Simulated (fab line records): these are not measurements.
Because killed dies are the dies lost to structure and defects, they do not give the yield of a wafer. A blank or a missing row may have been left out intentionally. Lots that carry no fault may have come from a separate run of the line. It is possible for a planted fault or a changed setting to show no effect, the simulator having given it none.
Code-filled problem report in 8D (eight disciplines) form + flow berkeley cmos170 + the parts of the form that need people (team, actions taken, sign-off) are left out

## 1. THE ISSUE
Across 6 wafers from 2 lots, PVT_TW at UCB170_PVT_TW_MEAS_09 averages 583, while fault-free wafers read 506 with a standard deviation of 4. Relative to the usual mean, that is a shift of +19 standard deviations.
Earliest sighting: wafer L589.4 on film metro-03 at day 8 22:55. The record has a number at this step for 42 wafers belonging to 14 lots. Rule for "out" (also "out of limits"): further than 4 standard deviations from the usual mean. Any other wafer with a number is counted as sound.

## 2. WHAT IT IS; WHAT IT IS NOT
| question                    | is                     | is not                                                                 |
|-----------------------------|------------------------|------------------------------------------------------------------------|
| which readings at this step | PVT_TW                 | -                                                                      |
| which lots                  | L589, L594             | L575, L576, L577, L578, L579, L580, L582, L583, L586, L590, L592, L596 |
| which wafers of those lots  | all that have a number | -                                                                      |
| read on which gauges        | film metro-03          | film metro-01, film metro-04                                           |
| when                        | from day 8 22:55       | up to then (33 sound wafers); but 3 sound wafers of L596 came after    |

## 3. THE SUSPECTS, EACH WITH WHAT RULES IT OUT
Counting: a tool at a process step up to the reading stays a suspect if it ran every lot that is out and no sound lot after the first of them.
- the gauge at UCB170_PVT_TW_MEAS_09: ruled out. All the wafers that are out were read on film metro-03, but those of them that UCB170_PVT_IMPLANT_07 has rows for are out there too, on other tools.
- implanter-02 at UCB170_PVT_IMPLANT_07: kept. It ran every lot that is out, first L589 (day 8 22:43), and no sound lot after that; its last sound lot up to then is L583 (day 7 16:20). On those wafers its own readings are out: dose ions cm2, faraday current uA.
After counting, what remains is implanter-02 at UCB170_PVT_IMPLANT_07.

## 4. THE CAUSE (what the simulator had put in)
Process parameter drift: implanter-02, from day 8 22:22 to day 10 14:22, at UCB170_PVT_IMPLANT_07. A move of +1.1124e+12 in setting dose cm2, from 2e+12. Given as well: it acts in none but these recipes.
Counting left only this tool.

## 5. THE EFFECT CHAIN, in route order
Each row: a reading where the mean over the struck wafers with a number is more than 3 standard deviations away from the usual. Scope: only readings with a usual standard deviation given in the record; hours: median across lots of the time from each lot's start at the first step in this table that gives one to its start at this step; sigmas: change in usual standard deviations.
| hours | step                  | reading            | usual      | on struck wafers | change      | sigmas      |
|-------|-----------------------|--------------------|------------|------------------|-------------|-------------|
| 0     | UCB170_PVT_IMPLANT_07 | dose ions cm2      | 1.9997e+12 | 3.1113e+12       | +1.1116e+12 | +99 or more |
| 0     | UCB170_PVT_IMPLANT_07 | faraday current uA | 6.35       | 9.81             | +3.46       | +31         |
| 0     | UCB170_PVT_TW_MEAS_09 | PVT_TW             | 506        | 583              | +77         | +19         |
Its process steps:
- UCB170_PVT_IMPLANT_07

## 6. HOW IT WOULD HAVE BEEN CAUGHT EARLIER
In this record the first reading out of limits at a measuring or inspecting step was taken at day 8 22:55, 1 hour after the fault began at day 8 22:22.
Tool's own readings at UCB170_PVT_IMPLANT_07, dose ions cm2, faraday current uA: out on all struck wafers the step has rows for; an alarm limit on them would have tripped on the first.
Among the 2 lots that are out, L594 began UCB170_PVT_IMPLANT_07 on implanter-02 after day 8 22:55. Putting the tool on hold at that point would have spared it.
